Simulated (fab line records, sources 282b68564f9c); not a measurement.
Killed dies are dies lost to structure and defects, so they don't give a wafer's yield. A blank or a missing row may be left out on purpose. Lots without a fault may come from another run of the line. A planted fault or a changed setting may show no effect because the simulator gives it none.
fab line records | flow rit_cmos
record lots=14 wafers=42 last_day=7
route steps=202 shown SILICIDE@165
lots that met no fault: from a run of the same line without faults
start_h: hours from the record's first day to the start of the lot's first wafer shown | wait_h: hours since the lot's step before | " the same as in the row above | L1.1+2: a row that stands for several wafers | - no value, or no start given | * or withheld: withheld | < > ~ a bound
route shown NAME@n: a module of which the file shows steps, and the number in the route of the first | usual: mean/standard deviation of fault-free wafers | same: alike in all rows | chamber/n: place in a boat | sites: the reading at each site | _std_site: their standard deviation | _edge_site: outer sites' mean less inner sites' | radius_mm: how far each site lies from the wafer's centre | mask NAME#n: copy n | behind: the tool/chamber that last shaped the wafer | hold: why the lot was held/for how many hours/how that ended | device: the transistor (n, p or np) that didn't switch | end of line: the same wafers' tests at the end of the route | a step without rows: its recipe alone | killed: dies lost to structure and defects at the first sort, not the wafer's yield | map: a wafer's dies, x killed, . not, _ none there
set.NAME: the setting as run; set.NAME@STEP: as run at that earlier step | model.NAME: the simulator's own value behind a step, which no gauge read
steps of the route over a sample of lots; a table a step, a row a wafer
services: from which hour (start_h, from the record's first day; less than 0 if before it) a tool's chamber was out of use, for how many hours, and why
## steps
# step RIT_SILICIDE_RTA_04
# recipe temp_c=650 time_s=10 idle_temp_c=25 ramp_up_s=5 ramp_down_s=5 cool_to_c=25 ambient=N2
# usual chamber_o2_ppm=1.998/0.024 wafer_temp_C_max=654.1/1.4
# columns lot.wafer tool chamber start_h wait_h chamber_o2_ppm wafer_temp_C_max
L336.1 rtp_anneal-02 0 63.94 0.1 1.976 654.3
L336.2 " 0 " " 1.954 656.3
L336.6 " 0 " " 1.961 655.1
L337.4 rtp_anneal-01 0 67.48 0.1 2.025 652.2
L337.5 " 0 " " 2.023 652.3
L337.6 " 0 " " 2.013 652.6
L338.1 rtp_anneal-02 0 69.58 0.1 1.980 655.1
L338.3 " 0 " " 1.982 654.5
L338.6 " 0 " " 1.975 656.7
L339.2 rtp_anneal-01 0 75.59 0.1 1.985 652.2
L339.4 " 0 " " 1.995 653.5
L339.6 " 0 " " 1.989 652.9
L340.1 rtp_anneal-02 0 80.16 0.1 2.023 653.4
L340.3 " 0 " " 2.015 654.5
L340.6 " 0 " " 2.016 654.3
L341.2 rtp_anneal-01 0 84.55 0.1 1.975 652.6
L341.4 " 0 " " 1.979 653.0
L341.5 " 0 " " 1.993 653.3
L342.1 rtp_anneal-02 0 86.81 0.1 1.998 656.1
L342.4 " 0 " " 1.994 655.4
L342.6 " 0 " " 2.013 655.1
L345.1 rtp_anneal-01 0 102.42 0.1 2.009 653.2
L345.5 " 0 " " 2.020 653.8
L345.6 " 0 " " 2.044 652.7
L346.2 rtp_anneal-02 0 107.45 0.1 2.034 654.8
L346.4 " 0 " " 2.019 655.7
L346.5 " 0 " " 1.998 657.0
L347.1 rtp_anneal-01 0 112.05 0.1 1.988 653.1
L347.2 " 0 " " 1.957 652.3
L347.4 " 0 " " 1.982 653.0
L350.2 rtp_anneal-02 0 130.41 0.1 2.006 595.7
L350.5 " 0 " " 1.974 596.4
L350.6 " 0 " " 1.947 593.9
L352.2 rtp_anneal-02 0 140.38 0.1 1.988 592.9
L352.5 " 0 " " 1.979 595.8
L352.6 " 0 " " 1.989 595.4
L355.1 rtp_anneal-01 0 152.25 0.1 2.021 652.5
L355.2 " 0 " " 1.987 652.9
L355.4 " 0 " " 1.992 651.8
L357.1 rtp_anneal-01 0 166.60 0.1 1.985 652.7
L357.2 " 0 " " 2.024 652.2
L357.4 " 0 " " 1.996 653.2
## services
# columns tool chamber start_h hours kind
rtp_anneal-01 - 42.46 24.4 pm
rtp_anneal-02 - 160.64 4.9 pm
## key
first_sign step=RIT_SILICIDE_RTA_04 reading=wafer_temp_C_max direction=down sigmas=41 usual=* struck=*
effect none on later readings
met_at RIT_SILICIDE_RTA_04
struck_lots L350,L352
tester_left_out L350,L352
onset_between 107.45 130.41
fault kind=process_parameter_drift tool=rtp_anneal-02 chamber=- onset_h=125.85 steps=RIT_SILICIDE_RTA_04 channel=temp_c offset=* shape=step end_h=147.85 acts_in=* stated=*
# tester_left_out: of these lots the tester's yield and bins aren't shown, on N5 and GAA mostly nor the transistor test; their killed dies are dies lost to structure and defects alone, not to doping, threshold or leakage, so they don't give the yield
